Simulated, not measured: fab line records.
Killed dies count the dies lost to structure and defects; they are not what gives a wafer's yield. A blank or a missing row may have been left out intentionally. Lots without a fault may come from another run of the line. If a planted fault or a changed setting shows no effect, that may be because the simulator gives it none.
A sampling plan put to the test + flow berkeley-cmos170 + one fab line, 31 faults that these records tell of, each judged on the records of the lots that it struck; 1 more is left out, because the records don't allow judging it
The line's own looks make up the plan; these are the steps of the route where a gauge or inspection reads the wafer and leaves it unchanged. A look can be judged if struck wafers have a number there and the file gives its usual mean and standard deviation on fault-free wafers. Caught: 4 or more of those standard deviations (sigma) separate the usual mean from the mean of the struck wafers at a look after the fault's first step. On the tool: the identical test, applied to the tool's own readings at the steps of the fault. Another recipe on the struck wafers, or a record that is blank for them alone, also counts as caught.

THE FAULTS, as the simulator had put them in
1. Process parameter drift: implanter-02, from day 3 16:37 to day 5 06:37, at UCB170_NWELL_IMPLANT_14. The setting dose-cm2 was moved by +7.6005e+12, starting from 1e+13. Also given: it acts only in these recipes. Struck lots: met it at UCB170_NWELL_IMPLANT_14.
2. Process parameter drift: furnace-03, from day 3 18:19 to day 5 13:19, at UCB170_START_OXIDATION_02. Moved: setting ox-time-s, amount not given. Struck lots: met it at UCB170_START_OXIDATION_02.
3. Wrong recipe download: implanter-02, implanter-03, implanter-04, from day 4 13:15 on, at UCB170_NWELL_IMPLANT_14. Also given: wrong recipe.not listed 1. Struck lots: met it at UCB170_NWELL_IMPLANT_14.
4. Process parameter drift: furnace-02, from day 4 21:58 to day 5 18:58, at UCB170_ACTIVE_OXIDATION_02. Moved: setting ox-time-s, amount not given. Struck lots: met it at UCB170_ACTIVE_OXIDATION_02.
5. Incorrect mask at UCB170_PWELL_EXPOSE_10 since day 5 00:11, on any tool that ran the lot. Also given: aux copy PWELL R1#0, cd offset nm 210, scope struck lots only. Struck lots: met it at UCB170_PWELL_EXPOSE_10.
6. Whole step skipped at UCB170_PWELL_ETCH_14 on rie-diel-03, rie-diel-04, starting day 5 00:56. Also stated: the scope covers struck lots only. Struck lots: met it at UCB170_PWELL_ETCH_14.
7. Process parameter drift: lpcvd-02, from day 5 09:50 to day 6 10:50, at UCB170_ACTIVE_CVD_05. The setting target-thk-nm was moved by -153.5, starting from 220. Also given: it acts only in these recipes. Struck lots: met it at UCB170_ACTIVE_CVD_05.
8. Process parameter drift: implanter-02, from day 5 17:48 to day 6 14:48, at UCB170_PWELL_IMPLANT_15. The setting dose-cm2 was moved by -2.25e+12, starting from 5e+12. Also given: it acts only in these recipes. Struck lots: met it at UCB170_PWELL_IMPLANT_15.
9. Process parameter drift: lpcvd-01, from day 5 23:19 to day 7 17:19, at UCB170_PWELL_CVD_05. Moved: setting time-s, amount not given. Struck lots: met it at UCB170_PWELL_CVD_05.
10. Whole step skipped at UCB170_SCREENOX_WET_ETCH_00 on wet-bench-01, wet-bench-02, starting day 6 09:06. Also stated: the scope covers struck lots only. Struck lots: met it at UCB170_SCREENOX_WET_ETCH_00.
11. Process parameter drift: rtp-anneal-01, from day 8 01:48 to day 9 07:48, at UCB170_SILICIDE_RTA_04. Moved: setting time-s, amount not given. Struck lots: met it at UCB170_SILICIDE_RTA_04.
12. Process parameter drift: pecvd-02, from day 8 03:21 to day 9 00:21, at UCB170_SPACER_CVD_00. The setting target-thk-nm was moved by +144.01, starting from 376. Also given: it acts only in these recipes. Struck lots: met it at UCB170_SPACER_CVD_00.
13. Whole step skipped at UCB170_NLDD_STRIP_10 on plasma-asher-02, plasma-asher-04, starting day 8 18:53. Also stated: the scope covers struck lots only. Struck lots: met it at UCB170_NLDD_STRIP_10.
14. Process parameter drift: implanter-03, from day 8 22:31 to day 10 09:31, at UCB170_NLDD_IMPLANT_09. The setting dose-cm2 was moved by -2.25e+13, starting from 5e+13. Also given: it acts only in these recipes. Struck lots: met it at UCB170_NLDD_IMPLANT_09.
15. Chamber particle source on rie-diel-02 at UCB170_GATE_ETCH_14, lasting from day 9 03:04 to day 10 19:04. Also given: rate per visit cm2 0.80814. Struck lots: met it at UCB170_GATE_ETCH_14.
16. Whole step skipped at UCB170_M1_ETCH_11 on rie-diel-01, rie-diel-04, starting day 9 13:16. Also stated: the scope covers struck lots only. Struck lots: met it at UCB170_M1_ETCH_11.
17. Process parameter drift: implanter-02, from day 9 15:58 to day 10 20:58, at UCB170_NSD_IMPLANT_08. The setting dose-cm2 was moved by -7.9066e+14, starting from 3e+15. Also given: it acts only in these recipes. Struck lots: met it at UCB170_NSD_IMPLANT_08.
18. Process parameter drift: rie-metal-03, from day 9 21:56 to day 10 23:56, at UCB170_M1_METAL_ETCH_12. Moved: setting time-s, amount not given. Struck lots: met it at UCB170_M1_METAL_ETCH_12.
19. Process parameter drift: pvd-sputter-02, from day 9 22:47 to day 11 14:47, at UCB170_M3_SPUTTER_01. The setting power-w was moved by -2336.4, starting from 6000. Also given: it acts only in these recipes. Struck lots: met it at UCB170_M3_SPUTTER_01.
20. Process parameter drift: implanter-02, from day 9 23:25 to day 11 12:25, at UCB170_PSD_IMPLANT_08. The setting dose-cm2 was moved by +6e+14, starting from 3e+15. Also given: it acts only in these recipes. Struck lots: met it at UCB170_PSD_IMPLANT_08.
21. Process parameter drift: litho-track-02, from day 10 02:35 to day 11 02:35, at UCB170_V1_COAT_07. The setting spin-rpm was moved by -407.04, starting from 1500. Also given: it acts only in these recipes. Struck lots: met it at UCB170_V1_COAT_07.
22. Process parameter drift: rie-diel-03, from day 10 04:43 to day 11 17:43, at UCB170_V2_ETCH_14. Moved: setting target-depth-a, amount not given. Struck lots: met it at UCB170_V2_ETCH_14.
23. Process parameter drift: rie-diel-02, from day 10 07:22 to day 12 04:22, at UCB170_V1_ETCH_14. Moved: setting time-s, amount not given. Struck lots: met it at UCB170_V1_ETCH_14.
24. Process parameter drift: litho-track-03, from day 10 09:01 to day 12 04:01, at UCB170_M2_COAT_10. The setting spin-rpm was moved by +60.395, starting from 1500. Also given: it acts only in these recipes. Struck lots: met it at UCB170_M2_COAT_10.
25. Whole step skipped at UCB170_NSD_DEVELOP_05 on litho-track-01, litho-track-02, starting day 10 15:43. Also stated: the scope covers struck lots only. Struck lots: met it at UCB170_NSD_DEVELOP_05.
26. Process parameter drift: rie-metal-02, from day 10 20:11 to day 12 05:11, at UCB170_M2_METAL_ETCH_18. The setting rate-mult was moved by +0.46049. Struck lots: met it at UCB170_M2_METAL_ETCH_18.
27. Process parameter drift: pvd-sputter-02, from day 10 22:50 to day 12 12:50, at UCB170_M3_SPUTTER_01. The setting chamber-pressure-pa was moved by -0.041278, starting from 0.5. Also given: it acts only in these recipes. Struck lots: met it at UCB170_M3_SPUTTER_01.
28. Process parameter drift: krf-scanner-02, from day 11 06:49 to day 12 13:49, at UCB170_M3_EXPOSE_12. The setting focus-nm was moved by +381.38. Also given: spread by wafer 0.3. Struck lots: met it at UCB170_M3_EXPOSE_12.
29. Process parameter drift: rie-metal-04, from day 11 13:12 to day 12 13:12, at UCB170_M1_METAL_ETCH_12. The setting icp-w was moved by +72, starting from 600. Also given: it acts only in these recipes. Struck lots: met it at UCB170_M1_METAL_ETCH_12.
30. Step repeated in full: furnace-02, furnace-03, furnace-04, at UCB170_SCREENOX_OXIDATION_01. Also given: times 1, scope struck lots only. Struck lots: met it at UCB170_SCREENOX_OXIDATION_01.
31. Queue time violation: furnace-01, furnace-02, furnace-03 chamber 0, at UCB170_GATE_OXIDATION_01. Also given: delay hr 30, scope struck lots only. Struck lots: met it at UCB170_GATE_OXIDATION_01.

WHAT THE PLAN SAW
| fault | on the tool itself                               | first look that catches it                      | reading, sigma                                    | median hours from its first step to that look | hours from the fault's start to the first struck lot there | judged looks passed uncaught |
|-------|--------------------------------------------------|-------------------------------------------------|---------------------------------------------------|-----------------------------------------------|------------------------------------------------------------|------------------------------|
| 1     | dose-ions-cm2 +99 or beyond sigma                | UCB170_NWELL_TW_MEAS_16                         | NWELL_TW +19                                      | 0.2                                           | 11                                                         | 0                            |
| 2     | under 2 sigma                                    | UCB170_START_THK_MEAS_03                        | START_OXIDE_THK -5.9                              | 1.5                                           | 5                                                          | 0                            |
| 3     | under 2 sigma                                    | UCB170_NWELL_TW_MEAS_16                         | NWELL_TW -56                                      | 0.2                                           | 5                                                          | 0                            |
| 4     | under 2 sigma                                    | UCB170_ACTIVE_THK_MEAS_03                       | ACTIVE_OXIDE_THK -7.2                             | 1.4                                           | 0                                                          | 0                            |
| 5     | under 2 sigma                                    | not the one look that can be judged after it    | -                                                 | -                                             | -                                                          | 1                            |
| 6     | the tool's record is blank for the struck wafers | no look after it can be judged                  | -                                                 | -                                             | -                                                          | 0                            |
| 7     | no reading that can be judged                    | UCB170_ACTIVE_THK_MEAS_06                       | ACTIVE_NITRIDE_THK -66                            | 1.9                                           | 5                                                          | 0                            |
| 8     | dose-ions-cm2 -99 or beyond sigma                | UCB170_PWELL_TW_MEAS_17                         | PWELL_TW -15                                      | 0.2                                           | 6                                                          | 0                            |
| 9     | under 2 sigma                                    | UCB170_PWELL_THK_MEAS_06                        | PWELL_NITRIDE_THK -17                             | 1.9                                           | 5                                                          | 0                            |
| 10    | no reading that can be judged                    | no look after it can be judged                  | -                                                 | -                                             | -                                                          | 0                            |
| 11    | lamp-power-pct +6.2 sigma                        | no look after it can be judged                  | -                                                 | -                                             | -                                                          | 0                            |
| 12    | under 2 sigma                                    | UCB170_SPACER_THK_MEAS_01                       | SPACER_TEOS_THK +29                               | 0.0                                           | 8                                                          | 0                            |
| 13    | no reading that can be judged                    | not the one look that can be judged after it    | -                                                 | -                                             | -                                                          | 1                            |
| 14    | dose-ions-cm2 -99 or beyond sigma                | UCB170_NLDD_TW_MEAS_11                          | NLDD_TW -14                                       | 0.2                                           | 4                                                          | 0                            |
| 15    | under 2 sigma                                    | none of the 3 looks that can be judged after it | -                                                 | -                                             | -                                                          | 3                            |
| 16    | the tool's record is blank for the struck wafers | no look after it can be judged                  | -                                                 | -                                             | -                                                          | 0                            |
| 17    | dose-ions-cm2 -99 or beyond sigma                | UCB170_NSD_TW_MEAS_10                           | NSD_TW -6.3                                       | 0.2                                           | 4                                                          | 0                            |
| 18    | run-length-s -33 sigma                           | not the one look that can be judged after it    | strongest: cd-nm at UCB170_M1_CD_MEAS_90, +3.6    | -                                             | -                                                          | 1                            |
| 19    | cathode-dc-power-W -99 or beyond sigma           | UCB170_M3_RS_MEAS_02                            | M3_AL_RS +52                                      | 0.1                                           | 3                                                          | 0                            |
| 20    | dose-ions-cm2 +99 or beyond sigma                | UCB170_PSD_TW_MEAS_10                           | PSD_TW +9.4                                       | 0.2                                           | 6                                                          | 0                            |
| 21    | spin-speed-rpm -99 or beyond sigma               | UCB170_V1_CD_MEAS_12                            | cd-nm -5.9                                        | 1.0                                           | 9                                                          | 0                            |
| 22    | oes-product-au +7.8 sigma                        | no look after it can be judged                  | -                                                 | -                                             | -                                                          | 0                            |
| 23    | run-length-s +99 or beyond sigma                 | no look after it can be judged                  | -                                                 | -                                             | -                                                          | 0                            |
| 24    | spin-speed-rpm +72 sigma                         | none of the 2 looks that can be judged after it | -                                                 | -                                             | -                                                          | 2                            |
| 25    | no reading that can be judged                    | no look after it can be judged                  | -                                                 | -                                             | -                                                          | 0                            |
| 26    | under 2 sigma                                    | UCB170_M2_CD_MEAS_90                            | cd-nm -7.5                                        | 0.3                                           | 6                                                          | 0                            |
| 27    | chamber-pressure-pa -43 sigma                    | none of the 4 looks that can be judged after it | strongest: M3_AL_RS at UCB170_M3_RS_MEAS_02, -2.6 | -                                             | -                                                          | 4                            |
| 28    | exposure-dose-mJ-cm2 -11 sigma                   | not the one look that can be judged after it    | strongest: cd-nm at UCB170_M3_CD_MEAS_15, -3.6    | -                                             | -                                                          | 1                            |
| 29    | rf-fwd-power-W +35 sigma                         | no look after it can be judged                  | -                                                 | -                                             | -                                                          | 0                            |
| 30    | under 2 sigma                                    | UCB170_SCREENOX_THK_MEAS_02                     | SCREENOX_OXIDE_THK +29                            | 5.0                                           | -                                                          | 0                            |
| 31    | under 2 sigma                                    | not the one look that can be judged after it    | -                                                 | -                                             | -                                                          | 1                            |
Dash: fault not caught, or number not given in these records.

Caught at a look: 15 of 31. Caught on the tool: 17 of 31. By one or the other: 25 of 31.
Faults caught by the tool alone: 6, 11, 16, 18, 22, 23, 24, 27, 28, 29.
Caught at a look alone: faults 2, 3, 4, 7, 9, 12, 26, 30.
Caught by neither: faults 5, 10, 13, 15, 25, 31.

THINNER SAMPLING
In the worst case, this is how late the first struck lot would be measured if the look that catches a fault measured only every second or every third lot, by lot number:
| fault | struck lots at that look, in order of time | every lot | every second lot | every third lot |
|-------|--------------------------------------------|-----------|------------------|-----------------|
| 1     | L147, L149, L150                           | 11 h      | 26 h             | may miss all 3  |
| 2     | L960, L962                                 | 5 h       | may miss all 2   | may miss all 2  |
| 3     | L426, L425, L427, L428                     | 5 h       | 5 h              | 13 h            |
| 4     | L244, L245                                 | 0 h       | 3 h              | may miss all 2  |
| 7     | L174, L175                                 | 5 h       | 11 h             | may miss all 2  |
| 8     | L917, L919                                 | 6 h       | may miss all 2   | may miss all 2  |
| 9     | L325, L327, L330                           | 5 h       | 37 h             | may miss all 3  |
| 12    | L307, L308                                 | 8 h       | 16 h             | may miss all 2  |
| 14    | L510, L508                                 | 4 h       | may miss all 2   | may miss all 2  |
| 17    | L493, L495                                 | 4 h       | may miss all 2   | may miss all 2  |
| 19    | L506, L507                                 | 3 h       | 18 h             | may miss all 2  |
| 20    | L298, L300                                 | 6 h       | may miss all 2   | may miss all 2  |
| 21    | L951, L955                                 | 9 h       | may miss all 2   | may miss all 2  |
| 26    | L390, L391                                 | 6 h       | 19 h             | may miss all 2  |
Hours count from the start of the fault until the first struck lot that is measured. Since the struck wafers were tested as one group against 4 sigma, a single lot by itself may lie under the limit. Other struck lots may not be in these records.

THE LONGEST TIMED WAY FROM STEP TO LOOK
Fault 30: a median of 5.0 hours passes between UCB170_SCREENOX_OXIDATION_01 and UCB170_SCREENOX_THK_MEAS_02. No look between them can be judged.
